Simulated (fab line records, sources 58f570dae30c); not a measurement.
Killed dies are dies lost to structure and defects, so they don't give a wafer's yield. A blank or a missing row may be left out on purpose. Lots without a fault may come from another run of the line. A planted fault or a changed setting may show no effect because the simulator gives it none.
Which tool did it? | flow berkeley_cmos170 | 8 lots, 24 wafers sampled, at 3 steps of a route of 331

WHAT THE GAUGES READ, wafer by wafer
UCB170_SDANNEAL_RS_MEAS_04: measures by four-point-probe.
lot  | measured     | on            | PLDD_RS (ohm/sq)
L938 | day 7 07:06  | film_metro-04 | 1031.9 1033.3 1030.1
L940 | day 7 06:50  | film_metro-03 | 1029.3 1032.0 1028.6
L942 | day 8 06:49  | film_metro-03 | 1026.1 1028.8 1030.6
L948 | day 9 20:49  | film_metro-04 | 1031.7 1032.1 1033.4
L949 | day 10 10:01 | film_metro-04 | 901.5 898.8 899.7
L952 | day 10 09:52 | film_metro-01 | 901.5 899.5 898.1
L957 | day 11 10:25 | film_metro-04 | 1029.8 1029.8 1031.1
L959 | day 12 05:20 | film_metro-04 | 1030.0 1028.8 1026.6

WHICH TOOL RAN EACH LOT (tool, then ch and the chambers of the sampled wafers, then the start)
lot  | UCB170_PVT_STRIP_08                  | UCB170_SPACER_ANNEAL_02
L938 | plasma_asher-04 ch 0,1, day 6 03:27  | furnace-04 ch 0, day 7 00:13
L940 | plasma_asher-02 ch 0,1, day 6 03:44  | furnace-04 ch 0, day 7 00:13
L942 | plasma_asher-04 ch 0,1, day 6 22:54  | furnace-03 ch 0, day 7 22:02
L948 | plasma_asher-03 ch 0,1, day 8 07:29  | furnace-03 ch 0, day 9 14:32
L949 | plasma_asher-04 ch 0,1, day 8 13:16  | furnace-04 ch 0, day 9 22:49
L952 | plasma_asher-03 ch 0,1, day 9 01:50  | furnace-04 ch 0, day 9 22:49
L957 | plasma_asher-02 ch 0,1, day 10 10:26 | furnace-01 ch 0, day 11 02:39
L959 | plasma_asher-03 ch 0, day 11 00:19   | furnace-03 ch 0, day 11 21:17
- UCB170_PVT_STRIP_08: strips in O2.
- UCB170_SPACER_ANNEAL_02: time 1800 s.

THE ANSWER, worked out from the rows above alone
Rule: what is usual is taken from the lots themselves. Put in order of their means at a reading, lots are off if they are a third of the lots or fewer, leave a main group of 4 or more, and stand apart from it by a gap of 3 or more times the standard deviation of the main group's means; of several such gaps the widest counts. A main group whose means are all the same, to the digits that the tables above print for the reading, isn't used. A lot without any number at a reading at which 4 lots or more have one is off too. The other lots that the step has rows for count as sound.
Off: L949, L952, at UCB170_SDANNEAL_RS_MEAS_04 (PLDD_RS). The main group: mean 1030.2 ohm/sq, standard deviation 1.5.
A tool fits if, at a process step before that reading, it ran every lot that is off, and no sound lot after the first of them. The gauges at UCB170_SDANNEAL_RS_MEAS_04 are tried like those tools. One fits: furnace-04 at UCB170_SPACER_ANNEAL_02. Its last sound lot is L938 (day 7 00:13), its first lot that is off L949 (day 9 22:49): a fault that began between those two fits.

WHAT THE SIMULATOR HAD PUT IN
Process parameter drift: furnace-04, from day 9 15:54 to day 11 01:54, at UCB170_SPACER_ANNEAL_02. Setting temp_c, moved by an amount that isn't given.
Lots struck among those shown: L952, L949. The rule above found the same.
